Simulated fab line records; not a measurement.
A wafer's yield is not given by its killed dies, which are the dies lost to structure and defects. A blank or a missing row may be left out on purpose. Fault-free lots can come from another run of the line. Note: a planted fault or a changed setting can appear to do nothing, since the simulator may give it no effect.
A sampling plan put to the test :: flow rit cmos :: one fab line, 28 faults that these records tell of, each judged on the records of the lots that it struck; 1 more is left out, because the records don't allow judging it
The plan consists of the line's own looks: route steps at which the wafer is read by a gauge or an inspection but not changed. A look is open to judgement when struck wafers have a number at it and the file gives its usual mean and standard deviation on fault-free wafers. Caught: 4 or more of those standard deviations (sigma) separate the usual mean from the mean of the struck wafers at a look after the fault's first step. On the tool: the fault's steps, tested the same way using the tool's own readings. Also counted as caught: the struck wafers showing another recipe, or a record that is empty for them alone.

== THE FAULTS, as the simulator had put them in ==
1. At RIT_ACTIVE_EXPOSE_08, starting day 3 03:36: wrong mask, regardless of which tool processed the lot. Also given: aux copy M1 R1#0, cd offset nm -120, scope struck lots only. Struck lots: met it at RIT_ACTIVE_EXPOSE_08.
2. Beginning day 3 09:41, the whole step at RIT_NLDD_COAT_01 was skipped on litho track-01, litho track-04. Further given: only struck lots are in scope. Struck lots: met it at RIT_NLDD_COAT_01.
3. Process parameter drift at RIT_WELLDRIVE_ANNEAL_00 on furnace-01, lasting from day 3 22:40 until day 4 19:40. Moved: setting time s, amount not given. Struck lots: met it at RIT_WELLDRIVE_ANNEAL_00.
4. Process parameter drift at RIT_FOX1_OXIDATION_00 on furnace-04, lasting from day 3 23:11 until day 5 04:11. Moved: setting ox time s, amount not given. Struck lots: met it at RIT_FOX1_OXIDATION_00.
5. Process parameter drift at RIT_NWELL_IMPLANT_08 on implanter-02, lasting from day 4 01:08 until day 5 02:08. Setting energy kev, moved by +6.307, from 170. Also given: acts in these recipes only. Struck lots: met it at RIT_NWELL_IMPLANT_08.
6. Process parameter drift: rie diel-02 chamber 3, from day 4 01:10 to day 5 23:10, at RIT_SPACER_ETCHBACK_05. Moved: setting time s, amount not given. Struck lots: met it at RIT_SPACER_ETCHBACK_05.
7. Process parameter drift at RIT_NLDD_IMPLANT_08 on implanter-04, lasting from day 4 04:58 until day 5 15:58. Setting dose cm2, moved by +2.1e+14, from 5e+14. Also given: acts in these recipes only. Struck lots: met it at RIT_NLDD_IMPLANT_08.
8. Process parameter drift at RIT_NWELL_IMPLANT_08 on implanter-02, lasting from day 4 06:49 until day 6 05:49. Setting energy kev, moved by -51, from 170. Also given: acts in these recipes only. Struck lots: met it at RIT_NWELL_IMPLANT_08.
9. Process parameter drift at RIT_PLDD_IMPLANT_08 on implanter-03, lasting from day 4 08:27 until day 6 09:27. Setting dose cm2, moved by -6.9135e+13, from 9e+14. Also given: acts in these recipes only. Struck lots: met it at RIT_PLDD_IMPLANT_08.
10. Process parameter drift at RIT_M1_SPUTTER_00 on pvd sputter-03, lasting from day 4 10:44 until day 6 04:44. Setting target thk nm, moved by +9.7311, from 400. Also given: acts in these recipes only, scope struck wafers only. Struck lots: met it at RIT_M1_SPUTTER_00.
11. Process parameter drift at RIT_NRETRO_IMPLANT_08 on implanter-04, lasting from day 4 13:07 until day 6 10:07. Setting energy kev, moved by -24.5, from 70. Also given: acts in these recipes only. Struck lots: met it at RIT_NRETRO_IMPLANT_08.
12. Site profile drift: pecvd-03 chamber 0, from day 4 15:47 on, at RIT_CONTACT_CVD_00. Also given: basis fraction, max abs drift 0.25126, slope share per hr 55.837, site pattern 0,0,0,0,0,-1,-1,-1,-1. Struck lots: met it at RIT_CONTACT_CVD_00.
13. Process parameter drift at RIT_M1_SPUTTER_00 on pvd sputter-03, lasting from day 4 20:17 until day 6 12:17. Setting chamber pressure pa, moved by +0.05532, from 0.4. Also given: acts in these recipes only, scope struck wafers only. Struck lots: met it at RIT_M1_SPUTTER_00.
14. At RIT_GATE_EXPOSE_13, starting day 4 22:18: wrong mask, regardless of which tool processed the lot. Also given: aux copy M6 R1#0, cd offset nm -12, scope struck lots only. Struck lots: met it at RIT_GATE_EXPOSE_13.
15. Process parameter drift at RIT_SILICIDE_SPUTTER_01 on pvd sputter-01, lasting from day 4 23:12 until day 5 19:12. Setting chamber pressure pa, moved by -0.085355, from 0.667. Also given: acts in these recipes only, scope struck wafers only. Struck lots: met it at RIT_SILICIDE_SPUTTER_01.
16. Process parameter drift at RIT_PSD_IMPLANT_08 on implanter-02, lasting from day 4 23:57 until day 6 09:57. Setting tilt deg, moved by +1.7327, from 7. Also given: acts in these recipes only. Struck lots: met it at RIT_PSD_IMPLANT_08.
17. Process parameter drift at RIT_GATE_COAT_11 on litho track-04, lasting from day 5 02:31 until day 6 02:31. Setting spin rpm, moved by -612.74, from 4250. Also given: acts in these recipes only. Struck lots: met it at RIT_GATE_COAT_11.
18. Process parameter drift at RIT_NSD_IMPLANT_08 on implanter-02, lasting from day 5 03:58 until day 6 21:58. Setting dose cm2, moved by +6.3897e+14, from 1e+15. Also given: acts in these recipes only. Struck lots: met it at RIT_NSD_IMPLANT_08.
19. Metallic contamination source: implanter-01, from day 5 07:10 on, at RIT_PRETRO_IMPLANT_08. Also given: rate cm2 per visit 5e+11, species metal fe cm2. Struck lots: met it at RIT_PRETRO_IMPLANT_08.
20. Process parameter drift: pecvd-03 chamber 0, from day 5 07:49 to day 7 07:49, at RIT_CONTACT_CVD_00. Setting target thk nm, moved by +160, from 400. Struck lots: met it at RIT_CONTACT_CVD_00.
21. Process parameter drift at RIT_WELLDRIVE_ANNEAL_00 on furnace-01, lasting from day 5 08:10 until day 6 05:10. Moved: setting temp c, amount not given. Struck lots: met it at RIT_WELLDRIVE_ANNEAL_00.
22. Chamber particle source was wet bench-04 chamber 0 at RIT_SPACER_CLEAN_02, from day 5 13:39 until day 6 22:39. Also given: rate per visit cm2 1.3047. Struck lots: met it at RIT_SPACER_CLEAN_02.
23. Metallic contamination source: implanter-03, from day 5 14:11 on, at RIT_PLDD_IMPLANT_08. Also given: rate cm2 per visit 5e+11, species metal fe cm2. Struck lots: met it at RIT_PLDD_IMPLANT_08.
24. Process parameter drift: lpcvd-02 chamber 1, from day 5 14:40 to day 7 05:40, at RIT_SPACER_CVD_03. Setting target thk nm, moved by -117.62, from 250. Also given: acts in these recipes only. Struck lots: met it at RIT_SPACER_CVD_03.
25. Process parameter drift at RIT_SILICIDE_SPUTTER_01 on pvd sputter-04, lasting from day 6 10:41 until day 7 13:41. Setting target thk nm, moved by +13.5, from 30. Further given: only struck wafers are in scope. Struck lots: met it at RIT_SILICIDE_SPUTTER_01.
26. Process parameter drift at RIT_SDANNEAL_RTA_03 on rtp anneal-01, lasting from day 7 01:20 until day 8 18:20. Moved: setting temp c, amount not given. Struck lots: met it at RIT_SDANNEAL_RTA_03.
27. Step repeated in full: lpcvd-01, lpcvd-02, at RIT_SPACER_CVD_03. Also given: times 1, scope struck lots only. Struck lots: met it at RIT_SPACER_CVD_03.
28. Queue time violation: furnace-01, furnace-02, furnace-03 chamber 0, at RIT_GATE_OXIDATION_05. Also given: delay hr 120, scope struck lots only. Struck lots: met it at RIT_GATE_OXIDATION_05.

== WHAT THE PLAN SAW ==
fault: 1
on the tool itself: under 2 sigma
first look that catches it: RIT_ACTIVE_CD_MEAS_11
reading, sigma: cd nm -52
median hours from its first step to that look: 0.4
hours from the fault's start to the first struck lot there: 3
judged looks passed uncaught: 0

fault: 2
on the tool itself: the tool's record is blank for the struck wafers
first look that catches it: RIT_PLDD_TW_MEAS_10
reading, sigma: PLDD_TW +42
median hours from its first step to that look: 2.6
hours from the fault's start to the first struck lot there: 6
judged looks passed uncaught: 0

fault: 3
on the tool itself: run length s -99 or beyond sigma
first look that catches it: RIT_WELLDRIVE_RS_MEAS_01
reading, sigma: NWELL_RS +14
median hours from its first step to that look: 5.1
hours from the fault's start to the first struck lot there: 3
judged looks passed uncaught: 0

fault: 4
on the tool itself: under 2 sigma
first look that catches it: RIT_FOX1_THK_MEAS_01
reading, sigma: FOX1_OXIDE_THK +11
median hours from its first step to that look: 1.3
hours from the fault's start to the first struck lot there: 7
judged looks passed uncaught: 0

fault: 5
on the tool itself: beam energy keV +99 or beyond sigma
first look that catches it: no look after it can be judged
reading, sigma: -
median hours from its first step to that look: -
hours from the fault's start to the first struck lot there: -
judged looks passed uncaught: 0

fault: 6
on the tool itself: run length s -60 sigma
first look that catches it: none of the 7 looks that can be judged after it
reading, sigma: -
median hours from its first step to that look: -
hours from the fault's start to the first struck lot there: -
judged looks passed uncaught: 7

fault: 7
on the tool itself: dose ions cm2 +99 or beyond sigma
first look that catches it: RIT_NLDD_TW_MEAS_10
reading, sigma: NLDD_TW +12
median hours from its first step to that look: 0.3
hours from the fault's start to the first struck lot there: 5
judged looks passed uncaught: 0

fault: 8
on the tool itself: beam energy keV -99 or beyond sigma
first look that catches it: RIT_NWELL_TW_MEAS_10
reading, sigma: NWELL_TW -13
median hours from its first step to that look: 0.3
hours from the fault's start to the first struck lot there: 3
judged looks passed uncaught: 0

fault: 9
on the tool itself: dose ions cm2 -62 sigma
first look that catches it: RIT_SDANNEAL_RS_MEAS_06
reading, sigma: PLDD_RS +15
median hours from its first step to that look: 7.1
hours from the fault's start to the first struck lot there: 14
judged looks passed uncaught: 1

fault: 10
on the tool itself: under 2 sigma
first look that catches it: none of the 4 looks that can be judged after it
reading, sigma: strongest: M1_AL_THK at RIT_M1_THK_MEAS_02, +2.9
median hours from its first step to that look: -
hours from the fault's start to the first struck lot there: -
judged looks passed uncaught: 4

fault: 11
on the tool itself: beam energy keV -99 or beyond sigma
first look that catches it: RIT_NRETRO_TW_MEAS_10
reading, sigma: NRETRO_TW -17
median hours from its first step to that look: 0.3
hours from the fault's start to the first struck lot there: 6
judged looks passed uncaught: 0

fault: 12
on the tool itself: under 2 sigma
first look that catches it: RIT_CONTACT_THK_MEAS_01
reading, sigma: CONTACT_TEOS_THK -7.4
median hours from its first step to that look: 0.1
hours from the fault's start to the first struck lot there: 7
judged looks passed uncaught: 0

fault: 13
on the tool itself: chamber pressure pa +76 sigma
first look that catches it: RIT_M1_RS_MEAS_01
reading, sigma: M1_AL_RS +4.8
median hours from its first step to that look: 0.3
hours from the fault's start to the first struck lot there: 17
judged looks passed uncaught: 0

fault: 14
on the tool itself: no reading that can be judged
first look that catches it: not the one look that can be judged after it
reading, sigma: strongest: cd nm at RIT_GATE_CD_MEAS_16, -2.7
median hours from its first step to that look: -
hours from the fault's start to the first struck lot there: -
judged looks passed uncaught: 1

fault: 15
on the tool itself: chamber pressure pa -64 sigma
first look that catches it: RIT_SILICIDE_RS_MEAS_02
reading, sigma: SILICIDE_TI_RS -12
median hours from its first step to that look: 0.2
hours from the fault's start to the first struck lot there: 5
judged looks passed uncaught: 0

fault: 16
on the tool itself: tilt deg +97 sigma
first look that catches it: no look after it can be judged
reading, sigma: -
median hours from its first step to that look: -
hours from the fault's start to the first struck lot there: -
judged looks passed uncaught: 0

fault: 17
on the tool itself: spin speed rpm -99 or beyond sigma
first look that catches it: RIT_GATE_CD_MEAS_16
reading, sigma: cd nm +4.7
median hours from its first step to that look: 0.8
hours from the fault's start to the first struck lot there: 9
judged looks passed uncaught: 0

fault: 18
on the tool itself: dose ions cm2 +99 or beyond sigma
first look that catches it: RIT_NSD_TW_MEAS_10
reading, sigma: NSD_TW +16
median hours from its first step to that look: 0.3
hours from the fault's start to the first struck lot there: 3
judged looks passed uncaught: 0

fault: 19
on the tool itself: no reading that can be judged
first look that catches it: none of the 7 looks that can be judged after it
reading, sigma: -
median hours from its first step to that look: -
hours from the fault's start to the first struck lot there: -
judged looks passed uncaught: 7

fault: 20
on the tool itself: under 2 sigma
first look that catches it: RIT_CONTACT_THK_MEAS_01
reading, sigma: CONTACT_TEOS_THK +27
median hours from its first step to that look: 0.1
hours from the fault's start to the first struck lot there: 9
judged looks passed uncaught: 0

fault: 21
on the tool itself: tube center temp C -99 or beyond sigma
first look that catches it: RIT_WELLDRIVE_RS_MEAS_01
reading, sigma: NWELL_RS +96
median hours from its first step to that look: 5.1
hours from the fault's start to the first struck lot there: 12
judged looks passed uncaught: 0

fault: 22
on the tool itself: no reading that can be judged
first look that catches it: none of the 2 looks that can be judged after it
reading, sigma: -
median hours from its first step to that look: -
hours from the fault's start to the first struck lot there: -
judged looks passed uncaught: 2

fault: 23
on the tool itself: no reading that can be judged
first look that catches it: none of the 5 looks that can be judged after it
reading, sigma: -
median hours from its first step to that look: -
hours from the fault's start to the first struck lot there: -
judged looks passed uncaught: 5

fault: 24
on the tool itself: under 2 sigma
first look that catches it: RIT_SPACER_THK_MEAS_04
reading, sigma: SPACER_NITRIDE_THK -49
median hours from its first step to that look: 1.9
hours from the fault's start to the first struck lot there: 7
judged looks passed uncaught: 0

fault: 25
on the tool itself: under 2 sigma
first look that catches it: RIT_SILICIDE_RS_MEAS_02
reading, sigma: SILICIDE_TI_RS -20
median hours from its first step to that look: 0.2
hours from the fault's start to the first struck lot there: 7
judged looks passed uncaught: 0

fault: 26
on the tool itself: wafer_temp_C_max +29 sigma
first look that catches it: RIT_SDANNEAL_RS_MEAS_04
reading, sigma: PSD_RS -66
median hours from its first step to that look: 0.1
hours from the fault's start to the first struck lot there: 5
judged looks passed uncaught: 0

fault: 27
on the tool itself: under 2 sigma
first look that catches it: RIT_SPACER_THK_MEAS_04
reading, sigma: SPACER_NITRIDE_THK +99 or beyond
median hours from its first step to that look: 4.0
hours from the fault's start to the first struck lot there: -
judged looks passed uncaught: 0

fault: 28
on the tool itself: under 2 sigma
first look that catches it: no look after it can be judged
reading, sigma: -
median hours from its first step to that look: -
hours from the fault's start to the first struck lot there: -
judged looks passed uncaught: 0
A dash: this means the fault isn't caught or the number doesn't appear in these records.

Caught at a look: 19 of 28. Caught on the tool: 15 of 28. By one or the other: 22 of 28.
Caught on the tool alone: faults 5, 6, 16.
Caught at a look alone: faults 1, 4, 12, 20, 24, 25, 27.
Caught by neither: faults 10, 14, 19, 22, 23, 28.

== THINNER SAMPLING ==
Were the look that catches a fault to measure just every second or every third lot (counted by lot number), the first struck lot would, at worst, be measured this late:
fault: 1
struck lots at that look, in order of time: L315
every lot: 3 h
every second lot: may miss it
every third lot: may miss it

fault: 2
struck lots at that look, in order of time: L431, L432, L433
every lot: 6 h
every second lot: 11 h
every third lot: 16 h

fault: 3
struck lots at that look, in order of time: L248, L249, L250
every lot: 3 h
every second lot: 8 h
every third lot: 13 h

fault: 4
struck lots at that look, in order of time: L938, L939
every lot: 7 h
every second lot: 11 h
every third lot: may miss all 2

fault: 7
struck lots at that look, in order of time: L178, L182
every lot: 5 h
every second lot: may miss all 2
every third lot: may miss all 2

fault: 8
struck lots at that look, in order of time: L204, L209
every lot: 3 h
every second lot: 29 h
every third lot: may miss all 2

fault: 9
struck lots at that look, in order of time: L283, L285
every lot: 14 h
every second lot: may miss all 2
every third lot: may miss all 2

fault: 11
struck lots at that look, in order of time: L734, L736
every lot: 6 h
every second lot: may miss all 2
every third lot: may miss all 2

fault: 12
struck lots at that look, in order of time: L664, L667
every lot: 7 h
every second lot: 25 h
every third lot: may miss all 2

fault: 13
struck lots at that look, in order of time: L696
every lot: 17 h
every second lot: may miss it
every third lot: may miss it

fault: 15
struck lots at that look, in order of time: L755, L757
every lot: 5 h
every second lot: may miss all 2
every third lot: may miss all 2

fault: 17
struck lots at that look, in order of time: L913, L915
every lot: 9 h
every second lot: may miss all 2
every third lot: may miss all 2

fault: 18
struck lots at that look, in order of time: L350, L354
every lot: 3 h
every second lot: may miss all 2
every third lot: may miss all 2

fault: 20
struck lots at that look, in order of time: L367, L371
every lot: 9 h
every second lot: may miss all 2
every third lot: may miss all 2

fault: 21
struck lots at that look, in order of time: L447, L449
every lot: 12 h
every second lot: may miss all 2
every third lot: may miss all 2

fault: 24
struck lots at that look, in order of time: L128, L130
every lot: 7 h
every second lot: may miss all 2
every third lot: may miss all 2

fault: 25
struck lots at that look, in order of time: L767, L769
every lot: 7 h
every second lot: may miss all 2
every third lot: may miss all 2

fault: 26
struck lots at that look, in order of time: L871, L873
every lot: 5 h
every second lot: may miss all 2
every third lot: may miss all 2
Hours are from the fault's start to the first struck lot that is measured. The limit of 4 sigma was tested on all struck wafers together, so one lot alone may lie under it. Other struck lots may not be in these records.

== THE LONGEST TIMED WAY FROM STEP TO LOOK ==
Fault 9: a median of 7.1 hours passes between RIT_PLDD_IMPLANT_08 and RIT_SDANNEAL_RS_MEAS_06. The look between them that can be judged stayed within 4 sigma: RIT_PLDD_TW_MEAS_10.
